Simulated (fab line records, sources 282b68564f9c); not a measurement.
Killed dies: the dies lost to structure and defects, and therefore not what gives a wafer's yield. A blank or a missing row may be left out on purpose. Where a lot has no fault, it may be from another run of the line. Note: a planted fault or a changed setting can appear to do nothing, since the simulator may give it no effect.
A lot that was struck, set against a sound lot / flow rit-cmos / 35 out of 202 route steps
Sound: wafers L412.3, L412.5, L412.6. Struck: wafers L422.1, L422.2, L422.6. The cause comes at the end.
Per side, at each step with rows, come the tool, then ch with its chambers, and then its first start. Under that, the readings that differ: sound wafers / struck wafers / difference of the means / sigmas: that difference in standard deviations of wafers without a fault.
alike: words and numbers the same on both sides, and readings whose means are apart by under 2 such deviations; not compared: readings that were withheld, readings missing a value for some wafer, numbers with overlapping values and no deviation given by the record, and bounds like >300 which may hide the same value.
The two part at a step that has a row with sigmas, a row that says differs or no value, or rows on one side only. Numbers that don't overlap but have no deviation are shown without sigmas and don't part them. A reading that every wafer of one side lacks parts them only if that side has two wafers or more.

first, 4 steps without rows for these wafers: RIT_ACTIVE_CLEAN_15 (cleans in SC1, time 600 s); RIT_ACTIVE_CLEAN_16 (cleans in dHF, time 30 s); RIT_ACTIVE_CLEAN_17 (cleans in SC2, time 600 s); RIT_FOX1_OXIDATION_00 (target thk 350.7 nm, ox time 1130 s).
RIT_FOX1_THK_MEAS_01:
  sound on film-metro-02 at day 2 17:50; struck on film-metro-04 at day 4 20:29
  alike: FOX1_OXIDE_THK
then, 2 steps without rows for these wafers: RIT_FOX1_WET_ETCH_02 (etches SiO2 in BOE, target depth 350 nm, time 390 s); RIT_FOX2_OXIDATION_00 (target thk 350.7 nm, ox time 1130 s).
RIT_FOX2_THK_MEAS_01:
  sound on film-metro-01 at day 2 19:23; struck on film-metro-01 at day 4 21:58
  alike: FOX2_OXIDE_THK
then, 2 steps without rows for these wafers: RIT_FOX2_CLEAN_02 (cleans in dHF, time 174 s); RIT_FOX2_WET_ETCH_03 (etches Si3N4 in H3PO4, target depth 195 nm, time 2700 s).
RIT_FOX2_THK_MEAS_90:
  sound on film-metro-02 at day 2 20:16; struck on film-metro-01 at day 4 22:50
  alike: FIELD_OXIDE_LEFT_1_THK
then, 1 step without rows for these wafers: RIT_NWELL_HMDS_00 (prime time 60 s).
RIT_NWELL_COAT_01: resist thk 1300 nm.
  sound on litho-track-03 ch 0, day 2 20:30; struck on litho-track-04 ch 0, day 4 23:03
reading=model.NOVOLAK_of_NWELL_COAT_01.thk-nm (nm); sound=1300 1297 1297; struck=261.8 260.7 260.1; difference=-1037.1; sigmas=
then, 4 steps without rows for these wafers: RIT_NWELL_SOFTBAKE_02 (time 60 s); RIT_NWELL_EXPOSE_03 (exposes mask M2, target cd 43900 nm); RIT_NWELL_PEB_04; RIT_NWELL_DEVELOP_05 (develop time 68 s).
RIT_NWELL_OVL_MEAS_06:
  sound on overlay-02 at day 2 21:19; struck on overlay-02 at day 4 23:55
  alike: NWELL_OVL
RIT_NWELL_HARDBAKE_07: time 120 s.
  sound on litho-track-02 ch 0, day 2 21:26; struck on litho-track-04 ch 0, day 4 23:57
reading=model.NOVOLAK_of_NWELL_COAT_01.thk-nm (nm); sound=1137 1135 1134; struck=235.8 234.9 234.3; difference=-900.3; sigmas=
then, 1 step without rows for these wafers: RIT_NWELL_IMPLANT_08.
RIT_NWELL_STRIP_09: strips in O2, time 180 s.
  sound on plasma-asher-04 ch 0,1, day 2 21:48; struck on plasma-asher-01 ch 0,1, day 5 00:21
  alike: drypump-motor-current-A, rf-refl-power-W
  not compared: rf-hours-counter-h
RIT_NWELL_TW_MEAS_10:
  sound on film-metro-01 at day 2 21:56; struck on film-metro-03 at day 5 00:31
  alike: NWELL_TW
then, 6 steps without rows for these wafers: RIT_PWELL_HMDS_00 (prime time 60 s); RIT_PWELL_COAT_01 (resist thk 1300 nm); RIT_PWELL_SOFTBAKE_02 (time 60 s); RIT_PWELL_EXPOSE_03 (exposes mask M3, target cd 43700 nm); RIT_PWELL_PEB_04; RIT_PWELL_DEVELOP_05 (develop time 68 s).
RIT_PWELL_OVL_MEAS_06:
  sound on overlay-01 at day 2 23:00; struck on overlay-02 at day 5 01:35
  alike: PWELL_OVL
then, 2 steps without rows for these wafers: RIT_PWELL_HARDBAKE_07 (time 120 s); RIT_PWELL_IMPLANT_08.
RIT_PWELL_STRIP_09: strips in O2, time 180 s.
  sound on plasma-asher-03 ch 0,1, day 2 23:29; struck on plasma-asher-03 ch 0,1, day 5 02:01
  alike: drypump-motor-current-A, rf-refl-power-W
  not compared: rf-hours-counter-h
RIT_PWELL_TW_MEAS_10:
  sound on film-metro-04 at day 2 23:37; struck on film-metro-03 at day 5 02:12
reading=PWELL_TW; sound=960 962 959; struck=2022 2018 2016; difference=+1058; sigmas=+99 or more
then, 1 step without rows for these wafers: RIT_WELLDRIVE_ANNEAL_00 (time 14700 s).
RIT_M1_PROBE_99:
  sound on prober-02 at day 4 10:37; struck on prober-02 at day 6 11:28
reading=model.etest.pwell-pinched.rs-ohm-sq; sound=448.3 461.9 459.2; struck=750.7 760 776.7; difference=+306.0; sigmas=
reading=model.etest.nmos_0p3.r-on-ohm-um; sound=2144 2131 2152; struck=2018 2010 2040; difference=-120; sigmas=
reading=model.etest.nmos-turned.drive-ua-um; sound=355.7 341.2 355.9; struck=402 399.3 404.3; difference=+51; sigmas=
reading=model.etest.nmos_0p15.r-on-ohm-um; sound=1086 1099 1093; struck=1124 1108 1129; difference=+28; sigmas=
reading=model.etest.nmos_0p15.drive-ua-um; sound=487.9 480.7 483; struck=513.1 515.7 515; difference=+30.7; sigmas=
reading=model.etest.nmos_0p3.drive-ua-um; sound=227.7 231.6 224.4; struck=264 264.2 263.3; difference=+36; sigmas=
reading=model.etest.nmos-narrow.drive-ua-um; sound=226.2 228.4 223.6; struck=247.4 245.4 245.5; difference=+20.0; sigmas=
reading=model.etest.well-edge-left.line-ohm-um; sound=183.4 184 183.5; struck=166.6 166.2 164.9; difference=-17.7; sigmas=
  alike: killed_at_M0_to_M3, killed-at-front-end, killed-dies, killed-on-rim, killed-open, killed-short

WHERE THEY PART
Only at RIT_PWELL_TW_MEAS_10, as far as this record shows. Later steps at which nothing parts them and some readings are alike: RIT_M1_PROBE_99.

WHY: the cause the simulator had injected
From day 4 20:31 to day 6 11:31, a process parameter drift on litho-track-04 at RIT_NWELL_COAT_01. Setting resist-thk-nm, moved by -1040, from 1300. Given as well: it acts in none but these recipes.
